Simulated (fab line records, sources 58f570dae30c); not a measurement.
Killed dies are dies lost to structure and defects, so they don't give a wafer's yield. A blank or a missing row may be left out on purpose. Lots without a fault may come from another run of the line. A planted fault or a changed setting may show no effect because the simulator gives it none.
Which tool did it? | flow berkeley_cmos170 | 7 lots, 21 wafers sampled, at 4 steps of a route of 331

WHAT THE GAUGES READ, wafer by wafer
UCB170_NLDD_TW_MEAS_11.
lot  | measured     | on            | NLDD_TW
L801 | day 7 22:56  | film_metro-04 | 2250 2251 2242
L805 | day 8 08:40  | film_metro-04 | 2222 2222 2233
L804 | day 8 15:32  | film_metro-01 | 2184 2179 2186
L807 | day 8 16:58  | film_metro-01 | 2181 2180 2173
L813 | day 9 19:22  | film_metro-04 | 2333 2338 2335
L818 | day 11 02:43 | film_metro-01 | 2194 2184 2189
L821 | day 11 17:11 | film_metro-04 | 2247 2250 2233

WHICH TOOL RAN EACH LOT (tool, then ch and the chambers of the sampled wafers, then the start)
lot  | UCB170_GATE_SOFTBAKE_08                      | UCB170_GATE_STRIP_16                 | UCB170_NLDD_IMPLANT_08
L801 | litho_track-02 ch 0, day 7 17:59 or earlier  | plasma_asher-04 ch 0, day 7 17:59    | implanter-03 ch 0, day 7 22:33
L805 | litho_track-03 ch 0, day 8 01:45 or earlier  | plasma_asher-04 ch 0,1, day 8 01:45  | implanter-03 ch 0, day 8 08:16
L804 | litho_track-02 ch 0, day 8 09:01 or earlier  | plasma_asher-02 ch 0,1, day 8 09:01  | implanter-04 ch 0, day 8 15:08
L807 | litho_track-04 ch 0, day 8 12:17 or earlier  | plasma_asher-01 ch 0,1, day 8 12:17  | implanter-04 ch 0, day 8 16:35
L813 | litho_track-04 ch 0, day 9 14:39 or earlier  | plasma_asher-01 ch 0,1, day 9 14:39  | implanter-03 ch 0, day 9 18:57
L818 | litho_track-04 ch 0, day 10 19:57 or earlier | plasma_asher-02 ch 0,1, day 10 19:57 | implanter-04 ch 0, day 11 02:03
L821 | litho_track-04 ch 0, day 11 12:48 or earlier | plasma_asher-04 ch 0,1, day 11 12:48 | implanter-02 ch 0, day 11 16:48
- UCB170_GATE_SOFTBAKE_08: time 61.06 s.
- UCB170_GATE_STRIP_16: strips in O2.
- UCB170_NLDD_IMPLANT_08

THE ANSWER, worked out from the rows above alone
Rule: what is usual is taken from the lots themselves. Put in order of their means at a reading, lots are off if they are a third of the lots or fewer, leave a main group of 4 or more, and stand apart from it by a gap of 3 or more times the standard deviation of the main group's means; of several such gaps the widest counts. A main group whose means are all the same, to the digits that the tables above print for the reading, isn't used. A lot without any number at a reading at which 4 lots or more have one is off too. The other lots that the step has rows for count as sound.
Off: L813, at UCB170_NLDD_TW_MEAS_11 (NLDD_TW). The main group: mean 2211, standard deviation 29.
A tool fits if, at a process step before that reading, it ran every lot that is off, and no sound lot after the first of them. The gauges at UCB170_NLDD_TW_MEAS_11 are tried like those tools. UCB170_GATE_SOFTBAKE_08 gives no start for some lots, so the hours and the order of its lots are those of UCB170_GATE_STRIP_16. Can't be told from this: 2 tools fit, plasma_asher-01 at UCB170_GATE_STRIP_16, implanter-03 at UCB170_NLDD_IMPLANT_08.

WHAT THE SIMULATOR HAD PUT IN
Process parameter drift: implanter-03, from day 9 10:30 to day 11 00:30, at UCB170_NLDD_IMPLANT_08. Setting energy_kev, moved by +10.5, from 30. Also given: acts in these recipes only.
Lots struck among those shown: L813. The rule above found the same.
